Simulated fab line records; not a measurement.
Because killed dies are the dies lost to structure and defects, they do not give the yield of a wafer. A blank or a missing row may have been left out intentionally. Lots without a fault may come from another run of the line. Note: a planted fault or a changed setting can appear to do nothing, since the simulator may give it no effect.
Which tool is to blame? -- flow berkeley cmos170 -- 14 lots, 42 wafers sampled, at 4 steps of a route of 331

WHAT THE GAUGES SHOWED, per wafer
UCB170_SDANNEAL_RS_MEAS_02: a four-point-probe measurement.
lot,measured,on,PSD_RS (ohm/sq)
L197,day 7 19:23,film metro-03,75.5 75.6 75.9
L198,day 8 07:20,film metro-03,75.4 75.8 75.9
L199,day 8 06:40,film metro-01,75.4 75.6 75.6
L200,day 8 19:07,film metro-02,75.3 75.5 75.7
L201,day 8 20:24,film metro-03,75.8 75.6 75.5
L202,day 8 19:58,film metro-02,76.1 76.5 76.6
L203,day 9 09:11,film metro-02,75.3 75.2 75.1
L204,day 9 09:47,film metro-02,75.9 75.7 76.1
L205,day 9 20:07,film metro-01,75.7 75.6 75.5
L207,day 9 19:49,film metro-02,75.3 75.5 75.1
L209,day 10 12:50,film metro-01,75.7 76.2 75.9
L214,day 11 16:13,film metro-01,75.5 75.7 75.7
L215,day 11 15:51,film metro-03,75.6 76.1 76.0
L216,day 11 16:38,film metro-02,75.7 75.8 75.6

UCB170_CONTACT_CD_MEAS_15: the cd target is 700 nm.
lot,measured,on,cd nm (nm)
L197,day 8 01:40,cd sem-02,700.8 701.9 699.1
L198,day 8 11:58,cd sem-01,699.9 700.4 700.8
L199,day 8 11:13,cd sem-02,696.8 698.8 698.2
L200,day 9 00:10,cd sem-01,698.8 700.1 699.7
L201,day 9 02:36,cd sem-01,699.9 699.2 699.8
L202,day 9 03:30,cd sem-02,699.9 701.9 701.3
L203,day 9 13:41,cd sem-01,702.4 701.8 701.7
L204,day 9 14:19,cd sem-02,699.8 699.4 699.0
L205,day 10 02:19,cd sem-02,700.7 700.6 701.1
L207,day 10 01:02,cd sem-02,699.1 699.8 699.8
L209,day 10 20:07,cd sem-02,699.1 700.1 698.6
L214,day 11 21:44,cd sem-02,703.0 701.0 702.5
L215,day 11 21:35,cd sem-01,700.9 701.9 702.0
L216,day 11 23:12,cd sem-02,701.8 702.6 703.4

WHICH TOOL RAN EACH LOT (tool, then ch and the chambers of the sampled wafers, then the start)
lot,UCB170_PWELL_WET_ETCH_20,UCB170_BACKSIDE_STRIP_03
L197,"wet bench-04 ch 2, day 3 09:13","plasma asher-03 ch 0,1, day 7 18:48"
L198,"wet bench-01 ch 2, day 3 15:49","plasma asher-03 ch 0,1, day 8 06:54"
L199,"wet bench-04 ch 1, day 3 17:08","plasma asher-02 ch 0,1, day 8 06:16"
L200,"wet bench-01 ch 2, day 4 00:08","plasma asher-02 ch 1, day 8 18:40"
L201,"wet bench-01 ch 2, day 4 09:05","plasma asher-03 ch 0,1, day 8 19:55"
L202,"wet bench-04 ch 1, day 4 09:23","plasma asher-04 ch 0,1, day 8 19:30"
L203,"wet bench-02 ch 2, day 4 19:20","plasma asher-02 ch 0,1, day 9 08:44"
L204,"wet bench-04 ch 2, day 4 20:29","plasma asher-04 ch 0,1, day 9 09:23"
L205,"wet bench-01 ch 1, day 5 07:28","plasma asher-02 ch 0,1, day 9 19:43"
L207,"wet bench-04 ch 2, day 5 17:04","plasma asher-04 ch 0,1, day 9 19:25"
L209,"wet bench-04 ch 0, day 6 12:10","plasma asher-04 ch 0,1, day 10 12:07"
L214,"wet bench-04 ch 1, day 7 09:55","plasma asher-02 ch 0,1, day 11 15:48"
L215,"wet bench-01 ch 2, day 7 12:37","plasma asher-04 ch 0,1, day 11 15:21"
L216,"wet bench-04 ch 2, day 7 20:47","plasma asher-03 ch 0,1, day 11 16:05"
- UCB170_PWELL_WET_ETCH_20: etches SiO2 in BOE, time 22 s.
- UCB170_BACKSIDE_STRIP_03: strips in O2.

AS READ BY THE TOOLS THEMSELVES (means over the sampled wafers that have a number; for cases with no such wafer, the mark the record gives instead)
UCB170_PWELL_WET_ETCH_20.
lot,tool,bath heat duty pct (%),run length s (s)
L197,wet bench-04,6.8,49.5
L198,wet bench-01,7.0,53.8
L199,wet bench-04,7.7,49.3
L200,wet bench-01,6.7,53.7
L201,wet bench-01,7.4,48.6
L202,wet bench-04,7.6,48.6
L203,wet bench-02,6.4,53.5
L204,wet bench-04,6.2,48.8
L205,wet bench-01,5.5,49.0
L207,wet bench-04,6.6,48.7
L209,wet bench-04,6.5,54.5
L214,wet bench-04,-,-
L215,wet bench-01,-,-
L216,wet bench-04,6.9,49.1

UCB170_BACKSIDE_STRIP_03.
lot,tool,drypump motor current A (A),o2 flow sccm (sccm),oes product au (a.u.),strip time to endpoint s (s)
L197,plasma asher-03,6.4,400.0,0.733,21.90
L198,plasma asher-03,6.5,400.9,0.736,22.07
L199,plasma asher-02,6.2,399.9,0.740,21.92
L200,plasma asher-02,6.3,396.6,0.734,21.94
L201,plasma asher-03,6.2,400.3,0.733,21.92
L202,plasma asher-04,5.7,399.9,0.732,21.87
L203,plasma asher-02,6.2,400.5,0.739,21.88
L204,plasma asher-04,5.8,399.3,0.734,22.00
L205,plasma asher-02,6.2,400.3,0.739,21.89
L207,plasma asher-04,5.8,399.9,0.740,21.91
L209,plasma asher-04,5.8,400.6,0.736,21.95
L214,plasma asher-02,6.2,401.3,0.731,21.97
L215,plasma asher-04,5.8,399.2,0.732,21.91
L216,plasma asher-03,6.5,399.1,0.727,21.93

THE ANSWER, worked out from the rows above alone
Rule: the usual values come from the lots themselves. Put in order of their means at a reading, lots are off if they are a third of the lots or fewer, leave a main group of 4 or more, and stand apart from it by a gap of 3 or more times the standard deviation of the main group's means; of several such gaps the widest counts. A main group is skipped when, at the precision printed for the reading in the tables above, its means are all equal. Also off: a lot with no number at a reading for which 4 or more lots have one. The other lots that the step has rows for count as sound. The gauges are gone through in route order, then the tools' own readings, and for those a lot's mean is taken as printed above. At the first step where some lot is off, the reading lying furthest off is the one used; lots without a number count as furthest.
Off: L214, L215 (UCB170_PWELL_WET_ETCH_20, bath heat duty pct). Without a number there: L214, L215. For the main group the mean is 6.8 % and the standard deviation 0.59.
If a tool, at that step or one of the process steps before it, ran each lot that is off and ran no sound lot following the first of them, it fits. No candidate that was tried fits.

WHAT WAS PUT IN BY THE SIMULATOR
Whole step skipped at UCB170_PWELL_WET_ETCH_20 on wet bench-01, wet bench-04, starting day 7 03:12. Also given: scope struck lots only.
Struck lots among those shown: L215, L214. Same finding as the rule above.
